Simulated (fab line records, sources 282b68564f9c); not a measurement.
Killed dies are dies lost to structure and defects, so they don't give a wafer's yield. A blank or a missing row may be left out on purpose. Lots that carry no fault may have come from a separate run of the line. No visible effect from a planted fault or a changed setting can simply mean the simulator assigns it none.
Lot-split experiment -- flow ritCmos -- 5 lots, 23 wafers read, on a route of 202 steps

## THE SPLIT
At RIT_PWELL_IMPLANT_08, the setting energyKev was moved away from the recipe's 170 on 8 of the 23 wafers read, by -5.8% to +2.8%. All remaining wafers had this setting at the recipe value.

The reading comes from the split's own step.

## THE READING
The simulator's own value implant.drpNm, read by no gauge, in nm at RIT_PWELL_IMPLANT_08. No usual value for it is given in the file.

wafer,"tool, chamber at the split",energyKev as run,against the recipe,"implant.drpNm, nm",against lot-mates on the recipe
L075.2,"implanter-02, 0",170,recipe,102.9,-
L075.3,"implanter-02, 0",170,recipe,102.9,-
L075.5,"implanter-02, 0",170,recipe,102.9,-
L077.1,"implanter-01, 0",170,recipe,102.9,-
L077.2,"implanter-01, 0",170,recipe,102.9,-
L077.3,"implanter-01, 0",170,recipe,102.9,-
L077.4,"implanter-01, 0",170,recipe,102.9,-
L077.5,"implanter-01, 0",170,recipe,102.9,-
L076.1,"implanter-03, 0",170,recipe,102.9,-
L076.4,"implanter-03, 0",170,recipe,102.9,-
L076.6,"implanter-03, 0",170,recipe,102.9,-
L076.2,"implanter-03, 0",173.9,+2.3%,103.5,+0.6
L076.5,"implanter-03, 0",173.9,+2.3%,103.5,+0.6
L078.1,"implanter-01, 0",170,recipe,102.9,-
L078.6,"implanter-01, 0",170,recipe,102.9,-
L078.3,"implanter-01, 0",160.1,-5.8%,100.7,-2.2
L078.4,"implanter-01, 0",160.1,-5.8%,100.7,-2.2
L078.5,"implanter-01, 0",160.1,-5.8%,100.7,-2.2
L084.1,"implanter-02, 0",170,recipe,102.9,-
L084.5,"implanter-02, 0",170,recipe,102.9,-
L084.3,"implanter-02, 0",174.7,+2.8%,103.6,+0.7
L084.4,"implanter-02, 0",174.7,+2.8%,103.6,+0.7
L084.6,"implanter-02, 0",174.7,+2.8%,103.6,+0.7

THE FIT
A straight line over all 23 wafers: implant.drpNm changes by +0.345 nm for each +1% of energyKev; r = +0.99; the points scatter about the line by 0.11 nm.
The same after taking each lot's own level away (the mean of its wafers on the recipe; 23 wafers): +0.345 nm for each +1%; r = +0.99; scatter 0.11 nm.
That fit puts the effect of the largest move of energyKev on the reading at 2 nm.
The lots' own levels span 102.90 to 102.90 nm.
Hence the lot-to-lot level has little effect on the slope; both slopes agree.
Check: -2.04 nm against its lot-mates is what the line predicts for one of the wafers moved furthest among these (-5.8%) when that wafer is left out of the fit. It came out at -2.2 nm against them.

## THESE WAFERS: OTHER SPLITS
Before the reading, these wafers also passed through other splits. Each is held against what the fit with the lots' levels taken away leaves over:
other split on the same wafers,wafers away from the commonest value,r with implant.drpNm (lot level and that fit taken away)
RIT_FOX1_OXIDATION_00 oxTimeS,15,-0.09
RIT_NWELL_IMPLANT_08 doseCm2,11,+0.15

## THE WHOLE CHAIN: every reading that the file lists as answering this split, in the file's order
step,what it does,reading,change (the file's fit),r (the file's)
RIT_PWELL_IMPLANT_08,,"implant.rpNm (the simulator's own value, which no gauge read)",+3.61 nm for each +1% of the setting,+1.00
RIT_PWELL_IMPLANT_08,,"implant.drpNm (the simulator's own value, which no gauge read)",+0.355 nm for each +1% of the setting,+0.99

## THE FILE'S OWN FIT
implant.drpNm changes by +0.355 nm for each +1% of energyKev, r = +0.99.
